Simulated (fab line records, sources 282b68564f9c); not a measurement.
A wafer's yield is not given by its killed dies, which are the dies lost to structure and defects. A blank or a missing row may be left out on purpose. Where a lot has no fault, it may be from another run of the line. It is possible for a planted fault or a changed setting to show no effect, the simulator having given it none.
Comparing a struck lot with a sound one | flow rit-cmos | 14 out of 202 route steps
Sound: these wafers, L972.1, L972.5, L972.6. Wafers struck: L984.2, L984.4, L984.5. The cause is named last.
For every step that has rows: the tool of each side, followed by ch and its chambers, followed by its first start. Under that, the readings that differ: sound wafers | struck wafers | difference of the means | sigmas: that difference in standard deviations of wafers without a fault.
alike: a reading whose means differ by less than 2 such deviations, as well as words and numbers matching on both sides. not compared: withheld readings; readings where some wafer has no value; bounds like >300 that might hide an equal value; numbers whose values overlap and for which the record gives no deviation.
Wherever a step has rows on one side only, a row that says differs or no value, or a row with sigmas, the two part there. Non-overlapping numbers with no deviation appear without sigmas and do not part them. Lack of a reading on every wafer of one side parts them only where that side has two or more wafers.

RIT_GATE_ETCH_19: etches poly-Si in SF6/CHF3/O2, stops on SiO2, time 165 s, target depth 312.5 nm.
  sound on rie-si-02 ch 1,2, day 3 10:05; struck on rie-si-01 ch 1,2,3, day 5 20:49
  alike: drypump-motor-current-A, oes-product-au, rf-fwd-power-W, throttle-valve-pct
  not compared: rf-hours-counter-h
RIT_GATE_STRIP_20: strips in O2, time 180 s.
  sound on plasma-asher-01 ch 0,1, day 3 10:11; struck on plasma-asher-04 ch 0,1, day 5 20:56
  alike: drypump-motor-current-A
  not compared: rf-hours-counter-h
RIT_GATE_CD_MEAS_90: target cd 150 nm.
  struck on cd-sem-01, day 5 21:08; sound on cd-sem-01, day 3 10:22
  alike: cd-nm
then, 4 steps without rows for these wafers: RIT_REOX_CLEAN_00 (cleans in SC1, time 600 s); RIT_REOX_CLEAN_01 (cleans in dHF, time 30 s); RIT_REOX_CLEAN_02 (cleans in SC2, time 600 s); RIT_REOX_OXIDATION_03 (target thk 25.2 nm, ox time 5580 s).
RIT_REOX_THK_MEAS_04:
  struck on film-metro-03, day 6 00:09; sound on film-metro-04, day 3 13:24
  reading             | sound          | struck         | difference | sigmas
  REOX_OXIDE_THK (nm) | 24.1 24.4 24.2 | 25.6 25.1 25.0 | +1.0       | +2
then, 4 steps without rows for these wafers: RIT_NLDD_HMDS_00 (prime time 60 s); RIT_NLDD_COAT_01 (resist thk 1000 nm); RIT_NLDD_SOFTBAKE_02 (time 60 s); RIT_NLDD_EXPOSE_03 (exposes mask M7, target cd 40700 nm).
RIT_NLDD_PEB_04:
  struck on litho-track-02, day 6 00:48; sound on litho-track-04 ch 0, day 3 14:01
  reading         | sound          | struck | difference                    | sigmas
  exhaust-pa (Pa) | 44.4 45.2 44.6 | - - -  | no value on the struck wafers |
  not compared: chill-plate-temp-C
then, 1 step without rows for these wafers: RIT_NLDD_DEVELOP_05 (develop time 50 s).

== WHERE THEY PART ==
At RIT_REOX_THK_MEAS_04 first; at RIT_NLDD_PEB_04 last (within this record only).

WHY: what the simulator had put in
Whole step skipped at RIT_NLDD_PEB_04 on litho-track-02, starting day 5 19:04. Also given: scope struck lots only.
